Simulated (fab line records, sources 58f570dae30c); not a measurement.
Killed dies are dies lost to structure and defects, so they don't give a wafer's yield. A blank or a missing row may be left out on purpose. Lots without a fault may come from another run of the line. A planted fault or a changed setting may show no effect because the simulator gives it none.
A struck lot beside a sound one | flow berkeley_cmos170 | 14 steps out of a route of 331
Sound: wafers L861.3, L861.4, L861.6. Struck: wafers L859.2, L859.3, L859.6. The cause comes at the end.
At each step with rows: each side's tool, then ch and its chambers, then its first start. Under that, the readings that differ: sound wafers | struck wafers | difference of the means | sigmas: that difference in standard deviations of wafers without a fault.
alike: readings whose means differ by less than 2 such deviations, and words and numbers that are the same on both sides. not compared: withheld readings, readings that some wafer has no value for, bounds like >300 that may hide the same value, and numbers for which the record gives no deviation and whose values overlap.
The two part at a step that has a row with sigmas, a row that says differs or no value, or rows on one side only. Numbers that don't overlap but have no deviation are shown without sigmas and don't part them. A reading that every wafer of one side lacks parts them only if that side has two wafers or more.

UCB170_M3_RS_MEAS_02: measures by four-point-probe.
  sound on film_metro-03, day 11 10:19; struck on film_metro-01, day 11 18:37
  alike: M3_AL_RS
UCB170_M3_THK_MEAS_03: measures by xrf.
  sound on film_metro-03, day 11 10:25; struck on film_metro-01, day 11 18:44
  alike: M3_AL_THK
then, 3 steps without rows for these wafers: UCB170_M3_HMDS_04 (prime time 60 s); UCB170_M3_COAT_05 (resist thk 900 nm); UCB170_M3_SOFTBAKE_06 (time 60 s).
UCB170_M3_STRIP_07: strips in O2.
  sound on plasma_asher-02 ch 0,1, day 11 11:36; struck on plasma_asher-03 ch 1, day 11 19:19
  alike: drypump_motor_current_A, oes_product_au, strip_time_to_endpoint_s
  not compared: rf_hours_counter_h
then, 3 steps without rows for these wafers: UCB170_M3_STRIP_08 (strips KrF in DMSO, time 600 s); UCB170_M3_COAT_09; UCB170_M3_COAT_10 (resist thk 900 nm).
UCB170_M3_SOFTBAKE_11: time 61.1 s.
  sound on litho_track-01 ch 0; struck on litho_track-01 ch 0
  alike: plate_sensor_t_centre_C, plate_sensor_t_edge_C
then, 2 steps without rows for these wafers: UCB170_M3_EXPOSE_12 (exposes mask METAL3, target cd 700 nm); UCB170_M3_PEB_13.
UCB170_M3_DEVELOP_14: develop time 45 s.
  sound on litho_track-03 ch 0, day 11 14:00; struck on litho_track-03, day 11 22:00
  no value came back on the struck wafers for chill_plate_temp_C (C), develop_time_s (s); on the sound wafers chill_plate_temp_C (C) reads 22.95 23.00 23.05
  reading                             | sound             | struck            | difference | sigmas
  model.KrF_of_M3_COAT_10.thk_nm (nm) | 886.7 886.8 887.5 | 899.3 900.7 901.1 | +13.4      |
UCB170_M3_CD_MEAS_15: target cd 700 nm.
  sound on cd_sem-01, day 11 15:06; struck on cd_sem-01, day 11 22:17
  reading    | sound             | struck | difference                    | sigmas
  cd_nm (nm) | 699.9 699.7 699.9 | - - -  | no value on the struck wafers |

WHERE THEY PART
First at UCB170_M3_DEVELOP_14; last, within this record, at UCB170_M3_CD_MEAS_15.

WHY: what the simulator had put in
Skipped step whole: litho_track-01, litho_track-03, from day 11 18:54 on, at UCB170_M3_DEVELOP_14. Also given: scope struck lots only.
